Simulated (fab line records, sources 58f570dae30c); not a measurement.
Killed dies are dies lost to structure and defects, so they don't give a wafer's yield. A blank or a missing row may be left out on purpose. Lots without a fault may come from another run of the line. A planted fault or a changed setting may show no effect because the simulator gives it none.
A struck lot beside a sound one | flow berkeley_cmos170 | 17 steps out of a route of 331
Sound: wafers L308.1, L308.4, L308.6. Struck: wafers L309.1, L309.2, L309.3. The cause comes at the end.
At each step with rows: each side's tool, then ch and its chambers, then its first start. Under that, the readings that differ: sound wafers | struck wafers | difference of the means | sigmas: that difference in standard deviations of wafers without a fault.
alike: readings whose means differ by less than 2 such deviations, and words and numbers that are the same on both sides. not compared: withheld readings, readings that some wafer has no value for, bounds like >300 that may hide the same value, and numbers for which the record gives no deviation and whose values overlap.
The two part at a step that has a row with sigmas, a row that says differs or no value, or rows on one side only. Numbers that don't overlap but have no deviation are shown without sigmas and don't part them. A reading that every wafer of one side lacks parts them only if that side has two wafers or more.

UCB170_NSD_CD_MEAS_06: target cd 1200 nm.
  sound on cd_sem-01, day 11 04:46; struck on cd_sem-01, day 11 16:56
  alike: cd_nm
UCB170_NSD_OVL_MEAS_07:
  sound on overlay-02, day 11 04:53; struck on overlay-01, day 11 17:03
  reading      | sound  | struck   | difference | sigmas
  NSD_OVL (nm) | 10 2 7 | -7 -8 -7 | -14        | -2
then, 1 step without rows for these wafers: UCB170_NSD_IMPLANT_08.
UCB170_NSD_STRIP_09: strips in O2.
  sound on plasma_asher-03 ch 0,1, day 11 05:04; struck on plasma_asher-01 ch 0,1, day 11 17:14
  reading                      | sound             | struck            | difference | sigmas
  strip_time_to_endpoint_s (s) | 35.75 35.69 35.78 | 35.54 35.55 35.58 | -0.18      | -3
  alike: drypump_motor_current_A, oes_product_au
  not compared: rf_hours_counter_h
UCB170_NSD_TW_MEAS_10:
  sound on film_metro-02, day 11 05:10; struck on film_metro-01, day 11 17:20
  alike: NSD_TW
then, 4 steps without rows for these wafers: UCB170_NSD_CLEAN_11 (cleans in SPM, time 600 s); UCB170_BACKSIDE_HMDS_00 (prime time 60 s); UCB170_BACKSIDE_COAT_01 (resist thk 900 nm); UCB170_BACKSIDE_SOFTBAKE_02 (time 60 s).
UCB170_BACKSIDE_STRIP_03: strips in O2.
  sound on plasma_asher-04 ch 0, day 11 05:52; struck on plasma_asher-04 ch 0,1, day 11 18:02
  alike: drypump_motor_current_A, oes_product_au, strip_time_to_endpoint_s
  not compared: rf_hours_counter_h
then, 1 step without rows for these wafers: UCB170_BACKSIDE_CLEAN_04 (cleans in SPM, time 600 s).
UCB170_SDANNEAL_RTA_00: time 10 s.
  sound on rtp_anneal-01 ch 0, day 11 06:10; struck on rtp_anneal-02 ch 0, day 11 18:19
  reading            | sound             | struck            | difference | sigmas
  lamp_power_pct (%) | 29 29 29          | 22 22 22          | -7         | -2
  wafer_temp_C_max   | 903.4 904.1 902.6 | 906.7 907.5 907.0 | +3.7       | +2
UCB170_SDANNEAL_RTA_01: time 5 s.
  sound on rtp_anneal-01 ch 0, day 11 06:14; struck on rtp_anneal-02 ch 0, day 11 18:23
  alike: lamp_power_pct, wafer_temp_C_max
UCB170_SDANNEAL_RS_MEAS_02: measures by four-point-probe.
  sound on film_metro-03, day 11 06:17; struck on film_metro-02, day 11 18:47
  reading         | sound          | struck         | difference | sigmas
  PSD_RS (ohm/sq) | 75.6 76.0 75.8 | 71.6 71.9 71.9 | -4.0       | -12
  not compared: hold
UCB170_SDANNEAL_RS_MEAS_03: measures by four-point-probe.
  sound on film_metro-03, day 11 06:25; struck on film_metro-03, day 11 22:29
  reading         | sound             | struck            | difference | sigmas
  NSD_RS (ohm/sq) | 37.58 37.54 37.56 | 36.90 36.80 36.85 | -0.71      | -9
  not compared: hold
UCB170_SDANNEAL_RS_MEAS_04: measures by four-point-probe.
  sound on film_metro-03, day 11 06:32; struck on film_metro-03, day 12 00:50
  reading | sound | struck                                                                     | difference                   | sigmas
  hold    | - - - | await_dispo/2.2h/release await_dispo/2.2h/release await_dispo/2.2h/release | no value on the sound wafers |
  alike: PLDD_RS
UCB170_M3_PROBE_99:
  the record has rows for the struck wafers here (prober-01, day 12 21:41) and none for the sound ones

WHERE THEY PART
First at UCB170_NSD_OVL_MEAS_07; last, within this record, at UCB170_M3_PROBE_99.

WHY: what the simulator had put in
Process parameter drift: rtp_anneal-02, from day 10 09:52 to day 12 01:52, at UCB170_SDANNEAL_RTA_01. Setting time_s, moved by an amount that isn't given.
